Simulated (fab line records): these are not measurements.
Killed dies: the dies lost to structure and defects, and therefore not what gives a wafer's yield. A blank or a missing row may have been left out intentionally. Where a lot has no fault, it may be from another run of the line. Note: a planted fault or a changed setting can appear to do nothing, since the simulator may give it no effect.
Which tool is to blame? + flow berkeley cmos170 + 21 wafers from 7 lots sampled at 4 of the route's 331 steps

== WHAT THE GAUGES READ, wafer by wafer ==
UCB170_FIELD_THK_MEAS_91.
| lot  | measured    | on            | FIELD_OXIDE_LEFT_2_THK (nm) |
|------|-------------|---------------|-----------------------------|
| L123 | day 6 12:39 | film metro-04 | 344 352 355                 |
| L125 | day 6 19:10 | film metro-02 | 351 353 354                 |
| L127 | day 6 22:28 | film metro-04 | 355 353 345                 |
| L130 | day 7 06:07 | film metro-04 | 339 341 342                 |
| L133 | day 8 05:25 | film metro-03 | 343 348 354                 |
| L138 | day 8 20:18 | film metro-02 | 361 358 359                 |
| L143 | day 9 21:58 | film metro-02 | 346 352 354                 |

== EACH LOT AND THE TOOL THAT RAN IT (in order: tool; ch and the chambers of the sampled wafers; start) ==
| lot  | UCB170_ZERO_STRIP_07                | UCB170_NWELL_IMPLANT_14        | UCB170_PFIELD_STRIP_08              |
|------|-------------------------------------|--------------------------------|-------------------------------------|
| L123 | plasma asher-04 ch 0,1, day 2 10:05 | implanter-03 ch 0, day 2 23:00 | plasma asher-04 ch 0,1, day 4 22:49 |
| L125 | plasma asher-02 ch 0,1, day 2 15:11 | implanter-04 ch 0, day 3 04:12 | plasma asher-04 ch 0,1, day 5 05:04 |
| L127 | plasma asher-03 ch 0,1, day 3 05:07 | implanter-04 ch 0, day 3 16:42 | plasma asher-02 ch 0,1, day 5 14:05 |
| L130 | plasma asher-02 ch 0,1, day 3 15:27 | implanter-02 ch 0, day 4 01:44 | plasma asher-03 ch 0,1, day 6 02:19 |
| L133 | plasma asher-02 ch 0,1, day 4 05:32 | implanter-03 ch 0, day 4 16:53 | plasma asher-02 ch 0,1, day 6 22:29 |
| L138 | plasma asher-02 ch 0,1, day 5 09:22 | implanter-04 ch 0, day 5 21:46 | plasma asher-04 ch 0,1, day 7 17:58 |
| L143 | plasma asher-03 ch 1, day 6 13:30   | implanter-02 ch 0, day 7 00:13 | plasma asher-04 ch 1, day 8 21:20   |
- UCB170_ZERO_STRIP_07: strips in O2.
- UCB170_NWELL_IMPLANT_14
- UCB170_PFIELD_STRIP_08: strips in O2.

== THE ANSWER, worked out from the rows above alone ==
Rule: the lots themselves supply what counts as usual. The widest of any qualifying gaps counts: lots, ordered by their means at a reading, are off when they make up no more than a third of the lots, leave a main group of 4 or more, and stand apart from it by 3 or more times the standard deviation of that group's means. If all means in a main group match to the digits the tables above print for the reading, that group is not used. Also off: a lot with no number at a reading for which 4 or more lots have one. Where the step has rows for the other lots, those lots are counted as sound.
Across all readings shown, no lot is off: no conclusion can be drawn from this.

== WHAT HAD BEEN PUT IN BY THE SIMULATOR ==
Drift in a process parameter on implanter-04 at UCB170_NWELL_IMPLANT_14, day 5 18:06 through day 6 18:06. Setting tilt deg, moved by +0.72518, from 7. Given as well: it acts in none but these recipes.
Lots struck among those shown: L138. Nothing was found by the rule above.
